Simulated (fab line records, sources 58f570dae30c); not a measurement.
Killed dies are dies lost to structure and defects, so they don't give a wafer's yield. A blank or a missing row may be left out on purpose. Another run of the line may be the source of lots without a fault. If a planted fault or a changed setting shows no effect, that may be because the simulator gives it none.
What tool caused it? | flow berkeleyCmos170 | 14 lots, 42 wafers sampled, at 5 steps of a route of 331

WHAT THE GAUGES READ, wafer by wafer
UCB170_CONTACT_THK_MEAS_02. Usual: for CONTACT_PSG_THK the level is 704 nm and the standard deviation is 5.9.
lot  | measured     | on           | CONTACT_PSG_THK (nm) | flag
L739 | day 8 06:13  | filmMetro-01 | 702 705 712          | 
L738 | day 8 08:01  | filmMetro-03 | 703 700 704          | 
L741 | day 8 08:04  | filmMetro-04 | 707 709 707          | 
L745 | day 9 23:28  | filmMetro-04 | 704 705 704          | 
L744 | day 9 23:46  | filmMetro-03 | 710 706 707          | 
L742 | day 10 01:15 | filmMetro-03 | 701 697 690          | 
L743 | day 10 01:17 | filmMetro-01 | 704 708 703          | 
L746 | day 10 05:21 | filmMetro-01 | 708 710 707          | 
L751 | day 11 08:59 | filmMetro-03 | 699 700 702          | 
L750 | day 11 10:47 | filmMetro-04 | 695 703 698          | 
L756 | day 12 09:31 | filmMetro-01 | 699 703 704          | 
L757 | day 12 19:08 | filmMetro-04 | 701 696 692          | 
L758 | day 12 23:07 | filmMetro-03 | 708 709 711          | 
L761 | day 12 23:11 | filmMetro-04 | 704 706 709          | 

UCB170_V1_THK_MEAS_04. Usual: for V1_POLISHED_THK the level is 999.8 nm and the standard deviation is 1.3.
lot  | measured     | on           | V1_POLISHED_THK (nm) | flag
L739 | day 8 13:09  | filmMetro-01 | 998.3 998.0 999.2    | 
L738 | day 8 15:49  | filmMetro-04 | 998.5 1000.6 998.8   | 
L741 | day 8 16:07  | filmMetro-04 | 997.3 999.9 996.2    | 
L745 | day 10 20:47 | filmMetro-01 | 999.6 1000.5 1001.2  | 
L744 | day 10 20:29 | filmMetro-01 | 1000.5 999.4 999.4   | 
L742 | day 10 21:05 | filmMetro-02 | 996.2 1000.4 999.5   | 
L743 | day 10 21:29 | filmMetro-01 | 998.1 998.8 999.4    | 
L746 | day 10 21:09 | filmMetro-01 | 999.1 999.4 1001.6   | 
L751 | day 11 20:41 | filmMetro-04 | 998.5 1341.0 1001.0  | OFF
L750 | day 11 22:02 | filmMetro-01 | 996.9 1346.6 998.6   | OFF
L756 | day 12 18:00 | filmMetro-04 | 1001.1 1000.6 1001.5 | 
L757 | day 13 01:41 | filmMetro-01 | 1000.1 999.3 1000.2  | 
L758 | day 13 06:16 | filmMetro-04 | 999.4 1001.8 1001.8  | 
L761 | day 13 07:36 | filmMetro-02 | 999.3 999.1 1000.3   | 

TOOL THAT RAN EACH LOT (tool first, then ch and the chambers of the sampled wafers, then the start)
lot  | UCB170_CONTACT_STRIP_06             | UCB170_CONTACT_ETCH_18                       | UCB170_V1_CMP_02
L739 | plasmaAsher-02 ch 0,1, day 8 06:44  | rieDiel-01 ch 0,3, day 8 12:44 or earlier    | cmp-01 ch 0,3, day 8 12:44
L738 | plasmaAsher-03 ch 0, day 8 08:32    | rieDiel-01 ch 0,1,2, day 8 15:23 or earlier  | cmp-01 ch 0,1, day 8 15:23
L741 | plasmaAsher-02 ch 0,1, day 8 08:59  | rieDiel-03 ch 0,1,3, day 8 15:41 or earlier  | cmp-01 ch 0,1,2, day 8 15:41
L745 | plasmaAsher-02 ch 0,1, day 10 00:07 | rieDiel-02 ch 1,2, day 10 20:25 or earlier   | cmp-01 ch 0,3, day 10 20:25
L744 | plasmaAsher-04 ch 0,1, day 10 00:18 | rieDiel-01 ch 1,2,3, day 10 20:04 or earlier | cmp-01 ch 1,2,3, day 10 20:04
L742 | plasmaAsher-02 ch 0,1, day 10 01:46 | rieDiel-03 ch 1,2, day 10 20:40 or earlier   | cmp-01 ch 0,1,2, day 10 20:40
L743 | plasmaAsher-04 ch 0,1, day 10 01:53 | rieDiel-01 ch 0,1,3, day 10 21:08 or earlier | cmp-02 ch 0,1,3, day 10 21:08
L746 | plasmaAsher-04 ch 0,1, day 10 05:52 | rieDiel-03 ch 0,1,3, day 10 20:47 or earlier | cmp-02 ch 1,2, day 10 20:47
L751 | plasmaAsher-02 ch 0,1, day 11 11:00 | rieDiel-01 ch 0,2,3, day 11 20:19 or earlier | cmp-01 ch 0,1,2, day 11 20:19
L750 | plasmaAsher-04 ch 0,1, day 11 12:13 | rieDiel-01 ch 0,1, day 11 21:38 or earlier   | cmp-01 ch 0,1,2, day 11 21:38
L756 | plasmaAsher-02 ch 0,1, day 12 10:33 | rieDiel-01 ch 0,2, day 12 17:34 or earlier   | cmp-02 ch 2,3, day 12 17:34
L757 | plasmaAsher-04 ch 0,1, day 12 19:46 | rieDiel-01 ch 1,3, day 13 01:18 or earlier   | cmp-02 ch 0,1,3, day 13 01:18
L758 | plasmaAsher-03 ch 0,1, day 12 23:46 | rieDiel-01 ch 1,2,3, day 13 05:50 or earlier | cmp-02 ch 0,3, day 13 05:50
L761 | plasmaAsher-04 ch 0,1, day 12 23:55 | rieDiel-02 ch 0,3, day 13 07:14 or earlier   | cmp-02 ch 0,3, day 13 07:14
- UCB170_CONTACT_STRIP_06: strips in O2.
- UCB170_CONTACT_ETCH_18: etches PSG in CHF3/CF4/Ar, stops on TiSi2, target depth 840 nm, time 195 s.
- UCB170_V1_CMP_02: polishes SiO2.

AS READ BY THE TOOLS THEMSELVES (means over the sampled wafers that have a number; for cases with no such wafer, the mark the record gives instead)
UCB170_CONTACT_STRIP_06. Usual: drypumpMotorCurrentA 5.62 A, standard deviation 0.29; oesProductAu 0.734 a.u., standard deviation 0.0048; stripTimeToEndpointS 22.00 s, standard deviation 0.081.
lot  | tool           | drypumpMotorCurrentA (A) | oesProductAu (a.u.) | stripTimeToEndpointS (s) | flag
L739 | plasmaAsher-02 | 5.58                     | 0.737               | 21.90                    | 
L738 | plasmaAsher-03 | 6.04                     | 0.730               | 21.88                    | 
L741 | plasmaAsher-02 | 5.73                     | 0.730               | 22.01                    | 
L745 | plasmaAsher-02 | 5.73                     | 0.734               | 21.91                    | 
L744 | plasmaAsher-04 | 5.47                     | 0.734               | 21.95                    | 
L742 | plasmaAsher-02 | 5.61                     | 0.736               | 22.17                    | 
L743 | plasmaAsher-04 | 5.26                     | 0.736               | 21.93                    | 
L746 | plasmaAsher-04 | 5.47                     | 0.736               | 21.97                    | 
L751 | plasmaAsher-02 | 5.73                     | 0.737               | 22.07                    | 
L750 | plasmaAsher-04 | 5.49                     | 0.732               | 22.11                    | 
L756 | plasmaAsher-02 | 5.74                     | 0.741               | 22.01                    | 
L757 | plasmaAsher-04 | 5.47                     | 0.734               | 22.08                    | 
L758 | plasmaAsher-03 | 5.76                     | 0.736               | 22.07                    | 
L761 | plasmaAsher-04 | 5.28                     | 0.732               | 22.00                    | 

UCB170_CONTACT_ETCH_18. Usual: drypumpMotorCurrentA 5.7 A, standard deviation 0.39; mfcArSccm 150.0 sccm, standard deviation 0.47; oesProductAu 0.903 a.u., standard deviation 0.01; rfFwdPowerW 697.2 W, standard deviation 2.4; throttleValvePct 6.96 %, standard deviation 0.08.
lot  | tool       | drypumpMotorCurrentA (A) | mfcArSccm (sccm) | oesProductAu (a.u.) | rfFwdPowerW (W) | throttleValvePct (%) | flag
L739 | rieDiel-01 | 5.6                      | 150.3            | 0.909               | 694.7           | 7.00                 | 
L738 | rieDiel-01 | 5.5                      | 150.2            | 0.898               | 697.7           | 6.88                 | 
L741 | rieDiel-03 | 5.9                      | 149.9            | 0.909               | 695.2           | 6.99                 | 
L745 | rieDiel-02 | 5.5                      | 149.8            | 0.910               | 697.8           | 6.93                 | 
L744 | rieDiel-01 | 5.6                      | 149.9            | 0.906               | 700.1           | 6.93                 | 
L742 | rieDiel-03 | 5.9                      | 150.0            | 0.909               | 696.1           | 6.97                 | 
L743 | rieDiel-01 | 5.4                      | 149.9            | 0.905               | 697.9           | 6.92                 | 
L746 | rieDiel-03 | 5.9                      | 149.7            | 0.906               | 697.6           | 6.99                 | 
L751 | rieDiel-01 | 5.7                      | 150.3            | 0.896               | 699.0           | 6.94                 | 
L750 | rieDiel-01 | 5.2                      | 149.8            | 0.894               | 697.6           | 6.86                 | 
L756 | rieDiel-01 | 5.7                      | 149.7            | 0.890               | 695.8           | 6.90                 | 
L757 | rieDiel-01 | 5.3                      | 150.1            | 0.897               | 695.8           | 6.91                 | 
L758 | rieDiel-01 | 5.6                      | 150.2            | 0.905               | 697.0           | 6.93                 | 
L761 | rieDiel-02 | 5.7                      | 149.7            | 0.897               | 698.8           | 7.00                 | 

UCB170_V1_CMP_02. Usual: motorCurrentA 16.9 A, standard deviation 1.3; retainingRingPressureFrac 1.000, standard deviation 0.0047.
lot  | tool   | motorCurrentA (A) | retainingRingPressureFrac | flag
L739 | cmp-01 | 15.9              | 0.998                     | 
L738 | cmp-01 | 16.9              | 1.000                     | 
L741 | cmp-01 | 16.6              | 1.003                     | 
L745 | cmp-01 | 15.8              | 1.005                     | 
L744 | cmp-01 | 16.9              | 1.000                     | 
L742 | cmp-01 | 16.6              | 0.996                     | 
L743 | cmp-02 | 17.0              | 1.003                     | 
L746 | cmp-02 | 16.0              | 1.001                     | 
L751 | cmp-01 | 16.6              | 0.998                     | 
L750 | cmp-01 | 16.1              | 1.001                     | 
L756 | cmp-02 | 16.9              | 1.003                     | 
L757 | cmp-02 | 18.0              | 1.002                     | 
L758 | cmp-02 | 17.9              | 0.998                     | 
L761 | cmp-02 | 17.9              | 1.001                     | 

THE ANSWER, worked out from the rows above alone
Rule: lot off if the mean of its wafers having a number is beyond 3 standard deviations from the usual mean. A lot without any number at a reading at which 4 lots or more have one is off too. Where the step has rows for the other lots, those lots are counted as sound. Order of review: gauges by route order, followed by the tools' own readings, for which a lot's mean as printed above is used. At the first step where some lot is off, the reading lying furthest off is the one used; lots without a number count as furthest.
Off: L751, L750, at UCB170_V1_THK_MEAS_04 (V1_POLISHED_THK).
A tool fits if, at a process step before that reading, it ran every lot that is off, and no sound lot after the first of them. Those tools and the gauges at UCB170_V1_THK_MEAS_04 are tried in the same way. UCB170_CONTACT_ETCH_18: start missing for some lots; hours and lot order therefore follow UCB170_V1_CMP_02. One candidate fits, namely cmp-01 at UCB170_V1_CMP_02. Its last sound lot is L742 (day 10 20:40), its first lot that is off L751 (day 11 20:19): a fault that began between those two fits.

WHAT HAD BEEN PUT IN BY THE SIMULATOR
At UCB170_V1_CMP_02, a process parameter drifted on cmp-01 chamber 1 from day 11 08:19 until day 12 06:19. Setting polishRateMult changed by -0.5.
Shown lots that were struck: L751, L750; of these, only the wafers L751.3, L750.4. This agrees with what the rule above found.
